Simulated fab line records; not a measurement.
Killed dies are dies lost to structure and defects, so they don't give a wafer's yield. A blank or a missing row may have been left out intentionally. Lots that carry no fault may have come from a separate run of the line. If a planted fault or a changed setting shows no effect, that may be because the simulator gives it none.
Matching of chambers -- flow ritCmos -- 4 sister chambers for RIT_GATE_ETCH_19 on rieSi-01
The step etches poly-Si in SF6/CHF3/O2, stops on SiO2, time 165 s, target depth 312.5 nm. 8 wafers are shown with their chamber, then 7 later ones without.

## WAFERS PAIRED WITH THEIR CHAMBERS
wafer,chamber,throttleValvePct (%),drypumpMotorCurrentA (A)
L212.4,1,9.94,6.6
L216.1,1,9.97,6.5
L216.2,2,10.29,6.4
L224.3,0,10.11,6.1
L224.5,3,10.23,5.7
L224.6,2,10.31,6.4
L228.2,3,10.24,5.6
L228.4,0,10.12,6.1

## WAFERS WITH NO CHAMBER GIVEN
wafer,throttleValvePct (%),drypumpMotorCurrentA (A)
L228.6,10.31,6.4
L230.1,10.12,6.0
L230.5,9.97,6.5
L230.6,10.31,6.3
L232.2,10.32,6.4
L232.4,10.23,5.6
L232.5,10.30,6.4

## WHICH CHAMBER EACH ONE RAN IN
wafer,from the rows above,in truth
L228.6,2,2
L230.1,0,0
L230.5,1,1
L230.6,2,2
L232.2,2,2
L232.4,3,3
L232.5,2,2
Placed correctly: 7 of 7. Number that these rows cannot place: 0. Number placed wrongly: 0.
How it was worked out, from the rows above alone: a wafer's distance from a chamber is the root of the sum, over the readings, of the square of ((its reading less the chamber's mean) divided by the reading's scatter). The wafer belongs to the nearest chamber; if the next one is less than 2 further off, it can't be placed. The mean given for a chamber averages the wafers shown for that chamber. The scatter: the root of (the sum of the squares of (reading less its chamber's mean) over the shown wafers, divided by (wafers less chambers)).
